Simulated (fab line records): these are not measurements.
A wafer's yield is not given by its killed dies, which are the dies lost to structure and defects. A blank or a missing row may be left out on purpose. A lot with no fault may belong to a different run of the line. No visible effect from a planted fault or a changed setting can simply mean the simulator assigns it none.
Problem report in the 8D (eight disciplines) form, filled by code :: flow rit cmos :: the parts of the form that need people (team, actions taken, sign-off) are left out

1. PROBLEM STATEMENT
Mean of heater power total W at RIT_PLDD_SOFTBAKE_02: 33.41 W across 6 wafers in 2 lots; on wafers with no fault it is 34.56 W (standard deviation 0.053). That is -22 standard deviations from the usual mean.
The step: time 60 s.
First observed at day 4 08:29: wafer L459.1, on litho track-02. Wafers with a number at this step in the record: 42, from 14 lots. Rule for "out", or "out of limits": more than 4 standard deviations from the usual mean. The rest of the wafers with a number are treated as sound.

2. WHAT IT IS; WHAT IT IS NOT
question: which readings at this step
is: heater power total W, plate temp C
is not: exhaust pa

question: which lots
is: L459, L464
is not: L452, L453, L455, L457, L466, L467, L468, L470, L471, L472, L473, L474

question: which wafers of those lots
is: all that have a number
is not: -

question: read on which tools
is: litho track-02
is not: litho track-01, litho track-03

question: when
is: from day 4 08:29
is not: up to then (12 sound wafers); but 24 sound wafers of L466, L467, L468, L470, L471, L472, L473, L474 came after

3. WHAT RULES OUT EACH SUSPECT
Counting: a tool stays on the suspect list if, at a process step up to the reading, it processed all lots that are out and no sound lot following the first of them.
- litho track-02 at RIT_PLDD_SOFTBAKE_02 (time 60 s): kept. It processed each lot that is out, first L459 at day 4 08:29, and no sound lot thereafter; up to then, the last sound lot it processed was L455 at day 3 10:23. On those wafers its own readings are out: heater power total W, plate temp C.
The count leaves litho track-02 at RIT_PLDD_SOFTBAKE_02.

4. THE CAUSE (what the simulator had put in)
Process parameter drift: litho track-02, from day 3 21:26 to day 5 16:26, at RIT_PLDD_SOFTBAKE_02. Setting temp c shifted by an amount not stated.
The count eliminated every tool but this one.

5. SEQUENCE OF EFFECTS, ordered by route
Each row: a reading where the mean over the struck wafers with a number is more than 3 standard deviations away from the usual. Readings are gone through only where the record gives a usual standard deviation; hours: the median, over the lots, of the time from a lot's start at the first step in this table giving one to that lot's start at this step; sigmas: the change measured in usual standard deviations.
hours: 0
step: RIT_PLDD_SOFTBAKE_02
reading: heater power total W
usual: 34.56 W
on struck wafers: 33.41
change: -1.15
sigmas: -22

hours: 0
step: RIT_PLDD_SOFTBAKE_02
reading: plate temp C
usual: 90.00 C
on struck wafers: 87.83
change: -2.17
sigmas: -17
Its process steps:
- RIT_PLDD_SOFTBAKE_02: time 60 s.

6. WHAT WOULD HAVE CAUGHT IT SOONER
The fault began at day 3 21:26; the first out-of-limits reading in this record came at day 4 08:29, 11 hours later.
